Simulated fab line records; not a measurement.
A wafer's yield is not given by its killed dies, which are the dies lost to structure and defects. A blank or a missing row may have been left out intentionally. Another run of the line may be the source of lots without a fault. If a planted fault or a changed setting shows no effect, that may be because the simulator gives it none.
Matching of chambers + flow berkeley-cmos170 + UCB170_ZERO_ETCH_06 on rie-diel-04: 4 sister chambers
The step etches SiO2 in CHF3/CF4/Ar, time 12 s. 4 wafers are shown with their chamber, then 7 later ones without.

WAFERS, EACH WITH ITS CHAMBER
| wafer  | chamber | throttle-valve-pct (%) |
|--------|---------|------------------------|
| L537.5 | 2       | 9.45                   |
| L543.1 | 1       | 9.33                   |
| L551.2 | 0       | 9.23                   |
| L551.4 | 3       | 9.10                   |

WAFERS WITH NO CHAMBER GIVEN
| wafer  | throttle-valve-pct (%) |
|--------|------------------------|
| L551.5 | 9.09                   |
| L553.2 | 9.44                   |
| L553.3 | 9.35                   |
| L553.5 | 9.35                   |
| L554.1 | 9.44                   |
| L554.2 | 9.35                   |
| L554.6 | 9.24                   |

EACH ONE'S CHAMBER
| wafer  | from the rows above | in truth |
|--------|---------------------|----------|
| L551.5 | 3                   | 3        |
| L553.2 | 2                   | 2        |
| L553.3 | 1                   | 1        |
| L553.5 | 1                   | 1        |
| L554.1 | 2                   | 2        |
| L554.2 | 1                   | 1        |
| L554.6 | 0                   | 0        |
7 of 7 placed correctly. Number that these rows cannot place: 0. 0 placed wrongly.
How it was worked out, from the rows above alone: a wafer's distance from a chamber is the root of the sum, over the readings, of the square of ((its reading less the chamber's mean) divided by the reading's scatter). If the next closest chamber is less than 2 further off than the closest, the wafer can't be placed; otherwise it belongs to the closest. Each chamber's mean is taken over the wafers shown for it. The scatter (one wafer shown for each chamber): square how far every hidden wafer sits from the nearest shown wafer, average those squares and take the square root.
